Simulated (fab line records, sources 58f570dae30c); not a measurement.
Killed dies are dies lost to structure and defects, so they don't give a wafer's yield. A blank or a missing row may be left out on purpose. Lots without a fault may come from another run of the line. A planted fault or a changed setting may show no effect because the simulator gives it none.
Problem report in the 8D (eight disciplines) form, filled by code | flow berkeley_cmos170 | the parts of the form that need people (team, actions taken, sign-off) are left out

1. THE PROBLEM
run_length_s at UCB170_GATE_ETCH_15 reads a mean of 87.3 s on 3 wafers of 2 lots; wafers without a fault read 84.3 s with a standard deviation of 0.52. That is +5.8 standard deviations from the usual mean.
The step: etches poly-Si in HBr/Cl2, stops on SiO2, time 56.3 s, target depth 278.2 nm.
First seen on wafer L354.4, day 7 08:52, on rie_si-01. The record holds 42 wafers of 14 lots with a number at this step. Rule for "out", or "out of limits": more than 4 standard deviations from the usual mean. The other wafers with a number count as sound.

2. WHAT IT IS AND WHAT IT IS NOT
question                    | is                     | is not
which readings at this step | run_length_s           | drypump_motor_current_A, oes_product_au, throttle_valve_pct
which lots                  | L354, L358             | L352, L353, L364, L367, L368, L369, L370, L371, L372, L373, L374, L375
which wafers of those lots  | L354.4, L354.5, L358.5 | L354.6, L358.3, L358.4
read on which tools         | rie_si-01              | rie_si-02
when                        | from day 7 08:52       | up to then (7 sound wafers); but 32 sound wafers of L358, L364, L367, L368, L369, L370, L371, L372, L373, L374, L375 came after

3. SUSPECTS, AND WHAT RULES EACH OUT
Counting: a tool at a process step up to the reading stays a suspect if it ran every lot that is out. Sound lots after the first of them don't rule it out here, since some wafers of a struck lot are sound.
- rie_si-01 at UCB170_GATE_ETCH_15 (etches poly-Si in HBr/Cl2, stops on SiO2, time 56.3 s, target depth 278.2 nm): kept. It ran every lot that is out, first L354 (day 7 08:52); its last sound lot up to then is L353 (day 7 08:37). Its own readings are out on those wafers: run_length_s.
- Within rie_si-01 at UCB170_GATE_ETCH_15: the wafers that are out ran in chamber 2; their sound lot-mates ran in chambers 1, 3.
Left after counting: rie_si-01 at UCB170_GATE_ETCH_15.

4. THE CAUSE (what the simulator had put in)
Process parameter drift: rie_si-01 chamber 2, from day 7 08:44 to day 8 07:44, at UCB170_GATE_ETCH_15. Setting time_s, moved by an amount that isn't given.
Counting left only this tool.

5. THE CHAIN OF EFFECTS, in route order
Each row: a reading whose mean over the struck wafers that have a number lies more than 3 standard deviations from the usual. Only readings for which the record gives a usual standard deviation are gone through. hours: the time from each lot's start at the first step in this table that gives one to its start at this step, as a median over the lots. sigmas: the change in usual standard deviations.
hours | step                | reading      | usual  | on struck wafers | change | sigmas
0     | UCB170_GATE_ETCH_15 | run_length_s | 84.3 s | 87.3             | +3.0   | +5.8
The process steps in it:
- UCB170_GATE_ETCH_15: etches poly-Si in HBr/Cl2, stops on SiO2, time 56.3 s, target depth 278.2 nm.
Later measuring or inspecting steps at which every struck wafer that the step has a row for has a number for every such reading, and none has moved that far: UCB170_PLDD_TW_MEAS_11.

6. WHAT WOULD HAVE CAUGHT IT SOONER
In this record the first reading out of limits was taken at day 7 08:52, 0 hours after the fault began at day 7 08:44.
